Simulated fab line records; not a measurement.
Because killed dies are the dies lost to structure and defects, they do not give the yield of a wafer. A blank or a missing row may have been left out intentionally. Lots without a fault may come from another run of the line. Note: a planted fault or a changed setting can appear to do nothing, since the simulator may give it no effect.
Which tool is to blame? | flow rit-cmos | 7 lots, 21 wafers sampled, at 2 steps of a route of 202

## WHAT THE GAUGES READ, wafer by wafer
RIT_PWELL_TW_MEAS_10.
lot  | measured    | on            | PWELL_TW
L851 | day 2 03:29 | film-metro-03 | 943 949 939
L856 | day 3 04:26 | film-metro-01 | 30 30 30
L861 | day 4 09:38 | film-metro-03 | 937 937 938
L865 | day 5 04:04 | film-metro-03 | 945 944 948
L867 | day 5 12:52 | film-metro-02 | 946 940 938
L869 | day 5 23:17 | film-metro-01 | 951 951 951
L872 | day 6 13:36 | film-metro-03 | 937 939 934

## EACH LOT AND THE TOOL THAT RAN IT (in order: tool; ch and the chambers of the sampled wafers; start)
lot  | RIT_NWELL_STRIP_09
L851 | plasma-asher-01 ch 0,1, day 2 01:44
L856 | plasma-asher-04 ch 0,1, day 3 02:37
L861 | plasma-asher-04 ch 0,1, day 4 07:47
L865 | plasma-asher-04 ch 0,1, day 5 02:13
L867 | plasma-asher-01 ch 0,1, day 5 11:04
L869 | plasma-asher-04 ch 0, day 5 21:26
L872 | plasma-asher-02 ch 0, day 6 11:44
- RIT_NWELL_STRIP_09: strips in O2, time 180 s.

## THE ANSWER, worked out from the rows above alone
Rule: usual is defined by the lots themselves. The widest of any qualifying gaps counts: lots, ordered by their means at a reading, are off when they make up no more than a third of the lots, leave a main group of 4 or more, and stand apart from it by 3 or more times the standard deviation of that group's means. The tables above print the reading to a certain number of digits; a main group whose means all agree to those digits is not used. A lot without any number at a reading at which 4 lots or more have one is off too. Where the step has rows for the other lots, those lots are counted as sound.
Off: L856, at RIT_PWELL_TW_MEAS_10 (PWELL_TW). For the main group the mean is 943 and the standard deviation 4.9.
A tool fits if, at a process step before that reading, it ran every lot that is off, and no sound lot after the first of them. The gauges at RIT_PWELL_TW_MEAS_10 are tried like those tools. No candidate that was tried fits.

## WHAT HAD BEEN PUT IN BY THE SIMULATOR
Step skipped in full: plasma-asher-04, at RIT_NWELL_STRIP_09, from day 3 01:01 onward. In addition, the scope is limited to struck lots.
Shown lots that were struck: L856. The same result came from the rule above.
